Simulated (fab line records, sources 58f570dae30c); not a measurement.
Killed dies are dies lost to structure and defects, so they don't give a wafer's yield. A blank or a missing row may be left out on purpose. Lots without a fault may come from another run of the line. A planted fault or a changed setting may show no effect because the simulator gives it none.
One fault seen from 2 desks | flow berkeley_cmos170 | each desk has only its own numbers; what lay behind them comes last

THE METROLOGY DESK
What the gauges read, lot by lot, whatever tool the lot ran on: means of the sampled wafers that have a number. A lot is out of limits, marked OUT, if its mean lies more than 4 standard deviations from the usual mean; the brackets give that distance.
Columns: A = M1_AL_RS at UCB170_M1_RS_MEAS_01, usual 0.0480 ohm/sq
lot  | first seen here | A
L433 | day 7 16:01     | 0.0478
L435 | day 8 17:45     | 0.0477
L438 | day 8 19:41     | 0.0481
L437 | day 8 19:57     | 0.0469
L436 | day 8 20:10     | 0.0478
L440 | day 9 16:24     | 0.0480
L441 | day 10 00:10    | 0.0482
L442 | day 10 00:28    | 0.0468
L448 | day 11 04:35    | 0.0481
L447 | day 11 05:23    | 0.0483
L455 | day 12 07:14    | 0.0482
L453 | day 12 08:58    | 0.0484
L454 | day 12 09:07    | 0.0481
L456 | day 13 04:47    | 0.0474
This desk's finding: nothing out of limits on any of the 14 lots.

THE TOOL OWNER'S DESK: rie_metal-02
The tool's own readings at UCB170_M1_METAL_ETCH_12 (etches Al in Cl2/BCl3, stops on PSG, target depth 780 nm, time 130 s): means of the sampled wafers that have a number, for each lot that ran on this tool. A lot is out of limits, marked OUT, if its mean lies more than 4 standard deviations from the usual mean; the brackets give that distance.
Columns: A = bias_w at UCB170_M1_METAL_ETCH_12, usual 120.0 W; B = drypump_motor_current_A at UCB170_M1_METAL_ETCH_12, usual 5.9 A; C = oes_product_au at UCB170_M1_METAL_ETCH_12, usual 0.852 a.u.; D = throttle_valve_pct at UCB170_M1_METAL_ETCH_12, usual 24.5 %
lot  | first seen here | A                       | B   | C     | D
L435 | day 8 19:13     | 120.1                   | 6.4 | 0.859 | 24.5
L436 | day 8 21:54     | 119.7                   | 6.2 | 0.865 | 24.7
L440 | day 9 17:43     | 120.0                   | 6.2 | 0.852 | 24.7
L442 | day 10 02:10    | 162.4 (+99 or more) OUT | 6.2 | 0.865 | 24.6
L447 | day 11 06:50    | 162.2 (+99 or more) OUT | 6.2 | 0.850 | 24.6
This desk's finding: out of limits on L442, L447; first on L442, day 10 02:10 (bias_w at UCB170_M1_METAL_ETCH_12). In limits: L435, L436, L440.

PUT TOGETHER
The tool owner's desk could have raised an alarm at day 10 02:10, on L442, L447.
The metrology desk saw nothing out of limits.
The metrology desk has L442, L447 on record, within its limits.
Of the lots named, all ran UCB170_M1_METAL_ETCH_12 on rie_metal-02.

WHAT THE SIMULATOR HAD PUT IN
Process parameter drift: rie_metal-02, from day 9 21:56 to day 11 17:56, at UCB170_M1_METAL_ETCH_12. Setting bias_w, moved by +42, from 120. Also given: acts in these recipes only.
Lots struck among those shown: L442, L447.
Hours from the fault's start to each desk's first reading out of limits: the tool owner's desk, 4.
